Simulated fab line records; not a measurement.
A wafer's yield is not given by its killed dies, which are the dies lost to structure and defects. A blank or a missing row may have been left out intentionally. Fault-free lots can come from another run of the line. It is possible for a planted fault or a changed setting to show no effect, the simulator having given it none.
Which of the tools did it? | flow ritCmos | 7 lots, 21 wafers sampled, at 3 steps of a route of 202

WHAT EACH GAUGE READ, for each wafer
RIT_PLDD_TW_MEAS_10.
lot  | measured    | on           | PLDD_TW
L641 | day 3 08:06 | filmMetro-03 | 2302 2296 2302
L645 | day 4 03:26 | filmMetro-02 | 2329 2317 2328
L648 | day 4 16:45 | filmMetro-02 | 2332 2325 2337
L651 | day 5 07:49 | filmMetro-02 | 2317 2311 2318
L653 | day 5 18:01 | filmMetro-02 | 2329 2316 2315
L656 | day 6 09:44 | filmMetro-04 | 2313 2306 2309
L661 | day 7 14:14 | filmMetro-03 | 2301 2303 2305

TOOL THAT RAN EACH LOT (tool first, then ch and the chambers of the sampled wafers, then the start)
lot  | RIT_ACTIVE_STRIP_14                | RIT_GATE_ETCH_19
L641 | plasmaAsher-02 ch 0,1, day 2 00:55 | rieSi-02 ch 1,2,3, day 3 01:38
L645 | plasmaAsher-02 ch 0,1, day 2 22:05 | rieSi-02 ch 0,2,3, day 3 20:32
L648 | plasmaAsher-03 ch 0,1, day 3 12:13 | rieSi-01 ch 1,2,3, day 4 10:15
L651 | plasmaAsher-01 ch 0,1, day 4 02:54 | rieSi-02 ch 2,3, day 5 01:20
L653 | plasmaAsher-01 ch 0,1, day 4 13:38 | rieSi-02 ch 0,1,3, day 5 11:35
L656 | plasmaAsher-01 ch 0,1, day 5 04:34 | rieSi-01 ch 1,2,3, day 6 03:28
L661 | plasmaAsher-03 ch 1, day 6 05:10   | rieSi-02 ch 0,1,2, day 7 06:31
- RIT_ACTIVE_STRIP_14: strips in O2, time 180 s.
- RIT_GATE_ETCH_19: etches poly-Si in SF6/CHF3/O2, stops on SiO2, time 165 s, target depth 312.5 nm.

THE ANSWER, worked out from the rows above alone
Rule: the usual values come from the lots themselves. The widest of any qualifying gaps counts: lots, ordered by their means at a reading, are off when they make up no more than a third of the lots, leave a main group of 4 or more, and stand apart from it by 3 or more times the standard deviation of that group's means. If all means in a main group match to the digits the tables above print for the reading, that group is not used. Also off: a lot with no number at a reading for which 4 or more lots have one. Where the step has rows for the other lots, those lots are counted as sound.
Nothing can be told from this: no lot is off at any reading shown.

WHAT THE SIMULATOR PUT IN
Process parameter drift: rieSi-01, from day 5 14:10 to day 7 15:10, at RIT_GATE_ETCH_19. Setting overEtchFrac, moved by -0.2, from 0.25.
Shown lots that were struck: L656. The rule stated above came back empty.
